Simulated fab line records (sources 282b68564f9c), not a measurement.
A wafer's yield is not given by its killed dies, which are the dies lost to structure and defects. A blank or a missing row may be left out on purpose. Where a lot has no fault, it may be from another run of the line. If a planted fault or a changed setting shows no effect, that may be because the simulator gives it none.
fab line records -- flow ritCmos
[record] lots = 7, wafers = 21, lastDay = 7
route steps=202 shown NWELL@32 PWELL@39
lots with no fault: from the same line, run without faults
startH: hours from the record's first day to the start of the lot's first wafer shown -- waitH: hours from the lot's prior step to this one -- " identical to the entry in the row above -- L1.1+2: one row covering several wafers at once -- - either no value or no given start -- * or withheld: withheld -- < > ~ a bound
route shown NAME@n: NAME is a module with steps in the file, n the number in the route of the first one -- usual: mean/standard deviation taken from wafers without a fault -- same: alike in all rows -- chamber/n: place in a boat -- sites: readings site by site -- _std_site: their standard deviation -- _edge_site: the outer-site mean with the inner-site mean subtracted -- radiusMm: for every site, how far away it sits from the centre of the wafer -- mask NAME#n: copy n -- behind: tool/chamber where the wafer was last shaped -- hold: why the lot was held/for how many hours/how that ended -- device: transistor that didn't switch, given as n, p or np -- end of line: the tests these same wafers got at the end of their route -- a step without rows: its recipe alone -- killed: count of dies lost to structure and defects at first sort (not the wafer's yield) -- map: shows each die of a wafer: x if killed, . if not, _ if none is there
set.NAME: the setting as run; set.NAME@STEP: as run at that earlier step -- model.NAME: the simulator's own value behind a step, which no gauge read
a table for each step, a row for each wafer; lots at some steps of the route
services: when a tool's chamber went out of use (startH, in hours from the record's first day, below 0 if earlier), for how many hours, and the reason
[[steps]]
[step RIT_NWELL_PEB_04]
[recipe] resist = NOVOLAK, tempC = withheld, timeS = withheld
[step RIT_NWELL_DEVELOP_05]
[recipe] resist = NOVOLAK, developTimeS = 68, devTempC = 23
[step RIT_NWELL_OVL_MEAS_06]
[usual] NWELL_OVL = -0.1/1.4
lot.wafer,tool,chamber,startH,waitH,NWELL_OVL[nm]
L123.3,overlay-01,-,50.26,-,-0.1
L123.4,overlay-01,-,50.26,-,-1.4
L123.5,overlay-01,-,50.26,-,-0.5
L125.1,overlay-02,-,60.73,-,-0.7
L125.2,overlay-02,-,60.73,-,1.5
L125.4,overlay-02,-,60.73,-,-1.3
L126.2,overlay-02,-,65.69,-,-2.9
L126.3,overlay-02,-,65.69,-,-2.6
L126.5,overlay-02,-,65.69,-,-1.4
L127.1,overlay-02,-,70.14,-,-0.5
L127.3,overlay-02,-,70.14,-,0.3
L127.4,overlay-02,-,70.14,-,0.9
L128.1,overlay-02,-,75.31,-,-1.1
L128.3,overlay-02,-,75.31,-,-0.1
L128.4,overlay-02,-,75.31,-,0.9
L131.1,overlay-01,-,91.42,-,1.2
L131.2,overlay-01,-,91.42,-,-0.6
L131.4,overlay-01,-,91.42,-,-1.8
L139.2,overlay-01,-,131.11,-,-1.5
L139.5,overlay-01,-,131.11,-,0.6
L139.6,overlay-01,-,131.11,-,0.7
[step RIT_NWELL_HARDBAKE_07]
[recipe] resist = NOVOLAK, tempC = 140, timeS = 120
[step RIT_NWELL_IMPLANT_08]
[recipe] species = P, energyKev = 170, doseCm2 = 5e+13, tiltDeg = 7
[step RIT_NWELL_STRIP_09]
[recipe] chemistry = O2, timeS = 180, resist = NOVOLAK, platenTempC = withheld, powerW = 500, pressureMtorr = 4000, o2FlowSccm = 4000
[usual] chamberPressureMTorr = 4001/3.5, drypumpMotorCurrentA = 5.7/0.48
lot.wafer,tool,chamber,startH,waitH,chamberPressureMTorr,drypumpMotorCurrentA,rfHoursCounterH
L123.3,plasmaAsher-03,0,50.75,0.1,4004,5.6,-
L123.4,plasmaAsher-03,1,50.75,0.1,4007,5.6,-
L123.5,plasmaAsher-03,0,50.75,0.1,4005,5.6,-
L125.1,plasmaAsher-03,0,61.16,0.1,3997,5.6,41
L125.2,plasmaAsher-03,1,61.16,0.1,4001,5.7,41
L125.4,plasmaAsher-03,0,61.16,0.1,3996,5.6,-
L126.2,plasmaAsher-02,1,66.12,0.1,3998,6.6,43
L126.3,plasmaAsher-02,0,66.12,0.1,3998,5.2,-
L126.5,plasmaAsher-02,0,66.12,0.1,4001,5.3,-
L127.1,plasmaAsher-02,0,70.57,0.1,4002,5.3,43
L127.3,plasmaAsher-02,1,70.57,0.1,3999,6.6,-
L127.4,plasmaAsher-02,0,70.57,0.1,3999,5.3,-
L128.1,plasmaAsher-01,0,75.75,0.1,4006,5.2,42
L128.3,plasmaAsher-01,1,75.75,0.1,4003,5.4,-
L128.4,plasmaAsher-01,0,75.75,0.1,4000,5.2,-
L131.1,plasmaAsher-03,0,91.85,0.1,4004,5.7,44
L131.2,plasmaAsher-03,1,91.85,0.1,4002,5.7,44
L131.4,plasmaAsher-03,1,91.85,0.1,4001,5.7,-
L139.2,plasmaAsher-03,1,131.60,0.1,4001,5.6,1
L139.5,plasmaAsher-03,1,131.60,0.1,4000,5.6,-
L139.6,plasmaAsher-03,0,131.60,0.1,3999,5.6,-
[step RIT_NWELL_TW_MEAS_10]
[usual] NWELL_TW = 2153/13
lot.wafer,tool,chamber,startH,waitH,NWELL_TW
L123.3,filmMetro-03,-,50.88,0.1,2147
L123.4,filmMetro-03,-,50.88,0.1,2157
L123.5,filmMetro-03,-,50.88,0.1,2144
L125.1,filmMetro-03,-,61.34,0.1,2148
L125.2,filmMetro-03,-,61.34,0.1,2154
L125.4,filmMetro-03,-,61.34,0.1,2160
L126.2,filmMetro-02,-,66.31,0.1,2160
L126.3,filmMetro-02,-,66.31,0.1,2164
L126.5,filmMetro-02,-,66.31,0.1,2170
L127.1,filmMetro-02,-,70.75,0.1,2165
L127.3,filmMetro-02,-,70.75,0.1,2169
L127.4,filmMetro-02,-,70.75,0.1,2164
L128.1,filmMetro-03,-,75.93,0.1,2140
L128.3,filmMetro-03,-,75.93,0.1,2144
L128.4,filmMetro-03,-,75.93,0.1,2146
L131.1,filmMetro-04,-,92.03,0.1,2153
L131.2,filmMetro-04,-,92.03,0.1,2157
L131.4,filmMetro-04,-,92.03,0.1,2150
L139.2,filmMetro-04,-,131.79,0.1,2155
L139.5,filmMetro-04,-,131.79,0.1,2151
L139.6,filmMetro-04,-,131.79,0.1,2150
[step RIT_PWELL_HMDS_00]
[recipe] primeTimeS = 60, primeTempC = 140
[step RIT_PWELL_COAT_01]
[recipe] resist = NOVOLAK, spinRpm = 2000, resistThkNm = 1300
[step RIT_PWELL_SOFTBAKE_02]
[recipe] resist = NOVOLAK, tempC = 90, timeS = 60
[step RIT_PWELL_EXPOSE_03]
[recipe] maskId = M3, na = 0.57, targetCdNm = 43700, doseMj = 250
[step RIT_PWELL_PEB_04]
[recipe] resist = NOVOLAK, tempC = withheld, timeS = withheld
[step RIT_PWELL_DEVELOP_05]
[recipe] resist = NOVOLAK, developTimeS = 68, devTempC = 23
[usual] chillPlateTempC = 23.00/0.11, developTimeS = 68/0, exhaustPa = 45.0/0.88
lot.wafer,tool,chamber,startH,waitH,chillPlateTempC,developTimeS,exhaustPa
L123.3,lithoTrack-04,0,51,-,22.94,68,46.0
L123.4,lithoTrack-04,0,51,-,22.99,68,46.0
L123.5,lithoTrack-04,0,51,-,22.89,68,45.8
L125.1,lithoTrack-04,0,62,-,23.18,68,45.0
L125.2,lithoTrack-04,0,62,-,23.06,68,44.7
L125.4,lithoTrack-04,0,62,-,23.05,68,45.0
L126.2,lithoTrack-02,-,67,-,-,-,-
L126.3,lithoTrack-02,-,67,-,-,-,-
L126.5,lithoTrack-02,-,67,-,-,-,-
L127.1,lithoTrack-04,-,71,-,-,-,-
L127.3,lithoTrack-04,-,71,-,-,-,-
L127.4,lithoTrack-04,-,71,-,-,-,-
L128.1,lithoTrack-03,-,76,-,-,-,-
L128.3,lithoTrack-03,-,76,-,-,-,-
L128.4,lithoTrack-03,-,76,-,-,-,-
L131.1,lithoTrack-02,0,92,-,23.04,68,45.2
L131.2,lithoTrack-02,0,92,-,22.91,68,44.7
L131.4,lithoTrack-02,0,92,-,22.99,68,44.7
L139.2,lithoTrack-02,0,132,-,23.10,68,44.4
L139.5,lithoTrack-02,0,132,-,22.96,68,45.9
L139.6,lithoTrack-02,0,132,-,23.08,68,45.9
[step RIT_PWELL_OVL_MEAS_06]
[usual] PWELL_OVL = 0.4/1.4
lot.wafer,tool,chamber,startH,waitH,PWELL_OVL[nm]
L123.3,overlay-02,-,51.81,-,1.7
L123.4,overlay-02,-,51.81,-,0.0
L123.5,overlay-02,-,51.81,-,-0.5
L125.1,overlay-02,-,62.28,-,0.9
L125.2,overlay-02,-,62.28,-,1.5
L125.4,overlay-02,-,62.28,-,0.7
L126.2,overlay-02,-,67.24,-,-
L126.3,overlay-02,-,67.24,-,-
L126.5,overlay-02,-,67.24,-,-
L127.1,overlay-01,-,71.77,-,-
L127.3,overlay-01,-,71.77,-,-
L127.4,overlay-01,-,71.77,-,-
L128.1,overlay-01,-,76.87,-,-
L128.3,overlay-01,-,76.87,-,-
L128.4,overlay-01,-,76.87,-,-
L131.1,overlay-02,-,92.97,-,2.0
L131.2,overlay-02,-,92.97,-,-2.3
L131.4,overlay-02,-,92.97,-,0.5
L139.2,overlay-01,-,132.72,-,2.8
L139.5,overlay-01,-,132.72,-,2.1
L139.6,overlay-01,-,132.72,-,2.3
[[services]]
tool,chamber,startH,hours,kind
plasmaAsher-01,-,53.02,4.2,repair
plasmaAsher-03,-,108.75,9.0,pm
plasmaAsher-03,0,108.75,9.0,ventCycle
plasmaAsher-03,1,108.75,9.0,ventCycle
plasmaAsher-03,0,117.75,-,clean
plasmaAsher-03,1,117.75,-,clean
lithoTrack-04,-,121.97,-,consumableReplace:filter
[[key]]
[firstSign] step = RIT_PWELL_DEVELOP_05, reading = toolRecord, direction = missing
effect none on later readings
metAt RIT_PWELL_DEVELOP_05
struckWafers L126.2,L126.3,L126.5,L127.1,L127.3,L127.4,L128.1,L128.3,L128.4
sortLeftOut L126.2,L126.3,L126.5,L127.1,L127.3,L127.4,L128.1,L128.3,L128.4
testerLeftOut L126,L127,L128
onsetBetween 62 67
[fault] kind = skippedStepWhole, tool = lithoTrack-02,lithoTrack-03,lithoTrack-04, chamber = -, onsetH = 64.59, steps = RIT_PWELL_DEVELOP_05, scope = struckLotsOnly
// testerLeftOut: of these lots the tester's yield and bins aren't shown, on N5 and GAA mostly nor the transistor test; their killed dies are dies lost to structure and defects alone, not to doping, threshold or leakage, so they don't give the yield
// sortLeftOut: the simulated sort isn't trusted on such a fault, so these wafers' sort isn't shown, and their yield isn't known
